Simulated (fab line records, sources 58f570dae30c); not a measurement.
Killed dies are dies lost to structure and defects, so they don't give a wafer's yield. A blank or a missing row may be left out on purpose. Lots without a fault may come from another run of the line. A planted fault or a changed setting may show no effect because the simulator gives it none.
Problem report in the 8D (eight disciplines) form, filled by code | flow berkeley_cmos170 | the parts of the form that need people (team, actions taken, sign-off) are left out

1. THE PROBLEM
chamber_pressure_pa at UCB170_M2_SPUTTER_01 reads a mean of 0.4691 Pa on 6 wafers of 2 lots; wafers without a fault read 0.4999 Pa with a standard deviation of 0.001. That is -31 standard deviations from the usual mean.
The step: material Al, target thk 900 nm, time 120 s.
First seen on wafer L745.2, day 12 03:17, on pvd_sputter-03. The record holds 42 wafers of 14 lots with a number at this step. Rule for "out", or "out of limits": more than 4 standard deviations from the usual mean. The other wafers with a number count as sound.

2. WHAT IT IS AND WHAT IT IS NOT
question                    | is                     | is not
which readings at this step | chamber_pressure_pa    | -
which lots                  | L745, L746             | L728, L730, L732, L733, L734, L736, L738, L739, L744, L747, L748, L749
which wafers of those lots  | all that have a number | -
read on which tools         | pvd_sputter-03         | pvd_sputter-02, pvd_sputter-04
when                        | from day 12 03:17      | up to then (27 sound wafers); but 9 sound wafers of L747, L748, L749 came after

3. SUSPECTS, AND WHAT RULES EACH OUT
Counting: a tool at a process step up to the reading stays a suspect if it ran every lot that is out and no sound lot after the first of them.
- plasma_asher-02 at UCB170_CONTACT_STRIP_06 (strips in O2): kept. It ran every lot that is out, first L745 (day 11 18:58), and no sound lot after that; its last sound lot up to then is L738 (day 10 12:13).
- pvd_sputter-03 at UCB170_M2_SPUTTER_01 (material Al, target thk 900 nm, time 120 s): kept. It ran every lot that is out, first L745 (day 12 03:17), and no sound lot after that; its last sound lot up to then is L744 (day 11 22:48). Its own readings are out on those wafers: chamber_pressure_pa.
Left after counting: plasma_asher-02 at UCB170_CONTACT_STRIP_06, pvd_sputter-03 at UCB170_M2_SPUTTER_01.

4. THE CAUSE (what the simulator had put in)
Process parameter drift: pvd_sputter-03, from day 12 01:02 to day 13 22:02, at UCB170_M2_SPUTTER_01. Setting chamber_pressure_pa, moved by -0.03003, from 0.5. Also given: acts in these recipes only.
Counting left 2 suspects, and this tool is among them.

5. THE CHAIN OF EFFECTS, in route order
Each row: a reading whose mean over the struck wafers that have a number lies more than 3 standard deviations from the usual. Only readings for which the record gives a usual standard deviation are gone through. hours: the time from each lot's start at the first step in this table that gives one to its start at this step, as a median over the lots. sigmas: the change in usual standard deviations.
hours | step                 | reading             | usual     | on struck wafers | change  | sigmas
0     | UCB170_M2_SPUTTER_01 | chamber_pressure_pa | 0.4999 Pa | 0.4691           | -0.0308 | -31
The process steps in it:
- UCB170_M2_SPUTTER_01: material Al, target thk 900 nm, time 120 s.

6. WHAT WOULD HAVE CAUGHT IT SOONER
In this record the first reading out of limits was taken at day 12 03:17, 2 hours after the fault began at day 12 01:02.
